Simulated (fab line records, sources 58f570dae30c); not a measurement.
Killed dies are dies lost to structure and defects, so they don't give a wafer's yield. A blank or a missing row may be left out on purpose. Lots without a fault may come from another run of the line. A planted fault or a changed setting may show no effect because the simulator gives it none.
Tool commonality check | flow berkeley_cmos170 | 14 lots, 42 wafers sampled

WHY IT WAS OPENED
At UCB170_V2_THK_MEAS_01 the reading V2_TEOS_THK is flagged on 2 of 14 lots. Wafers without a fault read 1991 nm, standard deviation 25.
Rule: a lot is flagged when every wafer of it that has a number lies more than 4 standard deviations from that mean, or none has a number. The other lots count as sound.

lot  | measured     | on            | V2_TEOS_THK (nm), wafer by wafer | flag
L221 | day 8 16:34  | film_metro-01 | 1995 1965 2028                   |
L222 | day 8 17:17  | film_metro-03 | 1994 2002 1990                   |
L224 | day 9 05:16  | film_metro-02 | 1988 2001 1989                   |
L226 | day 9 07:35  | film_metro-02 | 1977 2030 2029                   |
L227 | day 9 14:43  | film_metro-02 | 1958 2010 1970                   |
L230 | day 10 04:27 | film_metro-03 | 2009 2010 2004                   |
L231 | day 10 06:29 | film_metro-03 | 1943 1982 2004                   |
L229 | day 10 06:32 | film_metro-02 | 1978 1983 2049                   |
L234 | day 11 02:13 | film_metro-01 | 1987 2039 2007                   |
L233 | day 11 03:53 | film_metro-03 | 1961 1988 2010                   |
L239 | day 12 13:22 | film_metro-01 | 1641 1679 1670                   | FLAGGED
L241 | day 13 05:02 | film_metro-01 | 1662 1700 1695                   | FLAGGED
L243 | day 13 09:57 | film_metro-03 | 1966 2013 2011                   |
L244 | day 13 21:01 | film_metro-03 | 1992 2003 2007                   |
The numbers of the flagged lots are 1674 nm on average: -316 nm against the usual, or -13 standard deviations.

WHICH TOOL RAN EACH LOT
The record holds 1 process step before the reading, out of a route of 331 steps. In each cell: the tool, then ch and the chambers that the sampled wafers went through, then the start.
lot  | flag    | UCB170_V2_CVD_00
L221 |         | pecvd-04 ch 0,2, day 8 16:24
L222 |         | pecvd-01 ch 0,1,2, day 8 17:07
L224 |         | pecvd-01 ch 1,2, day 9 05:07
L226 |         | pecvd-04 ch 0,1,2, day 9 07:24
L227 |         | pecvd-03 ch 0,1,2, day 9 14:33
L230 |         | pecvd-04 ch 0,1,2, day 10 04:17
L231 |         | pecvd-01 ch 1,2, day 10 06:20
L229 |         | pecvd-04 ch 0,1,2, day 10 06:23
L234 |         | pecvd-01 ch 0,1,2, day 11 02:07
L233 |         | pecvd-03 ch 0,1, day 11 03:43
L239 | FLAGGED | pecvd-03 ch 0,1, day 12 13:12
L241 | FLAGGED | pecvd-03 ch 0,1,2, day 13 04:53
L243 |         | pecvd-01 ch 0,2, day 13 09:47
L244 |         | pecvd-04 ch 0,1, day 13 20:46
What these steps do:
- UCB170_V2_CVD_00: deposits SiO2 from TEOS/O2, target thk 2000 nm, time 250 s.
- UCB170_V2_THK_MEAS_01

FLAGGED OVER TOTAL, TOOL BY TOOL (the gauges that took the reading come last)
step                  | tool          | lots run | flagged | share of the flagged lots | sound lots run after its first flagged lot
UCB170_V2_CVD_00      | pecvd-01      | 5        | 0       | none                      | -
UCB170_V2_CVD_00      | pecvd-03      | 4        | 2       | all                       | 0
UCB170_V2_CVD_00      | pecvd-04      | 5        | 0       | none                      | -
UCB170_V2_THK_MEAS_01 | film_metro-01 | 4        | 2       | all                       | 0
UCB170_V2_THK_MEAS_01 | film_metro-02 | 4        | 0       | none                      | -
UCB170_V2_THK_MEAS_01 | film_metro-03 | 6        | 0       | none                      | -

WHAT THE TABLE ALLOWS
2 rows of the table ran every flagged lot: pecvd-03 at UCB170_V2_CVD_00, film_metro-01 at UCB170_V2_THK_MEAS_01.
- pecvd-03 at UCB170_V2_CVD_00: 2 of its 4 lots flagged. Its last sound lot is L233 (day 11 03:43), its first flagged lot L239 (day 12 13:12): a fault that began between those two fits.
- film_metro-01 at UCB170_V2_THK_MEAS_01: 2 of its 4 lots flagged. Its last sound lot is L234 (day 11 02:13), its first flagged lot L239 (day 12 13:22): a fault that began between those two fits.
Counting lots can't tell these 2 tools apart, because each fits a fault that began at some hour. More lots, or a look at what each step does to the wafer, might.

WHAT THE SIMULATOR HAD PUT IN
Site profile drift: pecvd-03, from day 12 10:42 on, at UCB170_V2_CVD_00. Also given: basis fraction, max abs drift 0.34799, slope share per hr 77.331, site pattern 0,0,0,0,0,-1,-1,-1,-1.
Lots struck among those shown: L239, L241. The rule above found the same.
